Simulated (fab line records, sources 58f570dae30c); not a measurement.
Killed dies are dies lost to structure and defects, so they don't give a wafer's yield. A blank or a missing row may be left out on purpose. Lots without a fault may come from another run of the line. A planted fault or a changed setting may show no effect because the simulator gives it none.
Chamber matching | flow berkeley_cmos170 | UCB170_V2_CVD_00 on pecvd-01: 3 sister chambers
The step deposits SiO2 from TEOS/O2, target thk 2000 nm, time 250 s. 6 wafers are shown with their chamber, then 8 later ones without.

WAFERS WITH THEIR CHAMBER
wafer  | chamber | heater_power_w (W)
L675.1 | 2       | 341
L675.2 | 1       | 151
L678.1 | 0       | 384
L678.4 | 0       | 433
L678.6 | 1       | 196
L682.1 | 2       | 326

WAFERS WITHOUT THEIR CHAMBER
wafer  | heater_power_w (W)
L682.2 | 172
L682.3 | 374
L683.1 | 258
L683.4 | 340
L683.5 | 124
L686.1 | 383
L686.2 | 149
L686.3 | 266

WHICH CHAMBER EACH WENT THROUGH
wafer  | from the rows above     | in truth
L682.2 | 1                       | 1
L682.3 | can't be placed: 0 or 2 | 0
L683.1 | can't be placed: 2 or 1 | 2
L683.4 | 2                       | 2
L683.5 | 1                       | 1
L686.1 | can't be placed: 0 or 2 | 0
L686.2 | 1                       | 1
L686.3 | can't be placed: 2 or 1 | 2
Placed correctly: 4 of 8. Can't be placed from these rows: 4 (the true chamber is among the candidates in 4). Placed wrongly: 0.
How it was worked out, from the rows above alone: a wafer's distance from a chamber is the root of the sum, over the readings, of the square of ((its reading less the chamber's mean) divided by the reading's scatter). The wafer belongs to the nearest chamber; if the next one is less than 2 further off, it can't be placed. A chamber's mean is the mean of its shown wafers. The scatter: the root of (the sum of the squares of (reading less its chamber's mean) over the shown wafers, divided by (wafers less chambers)).
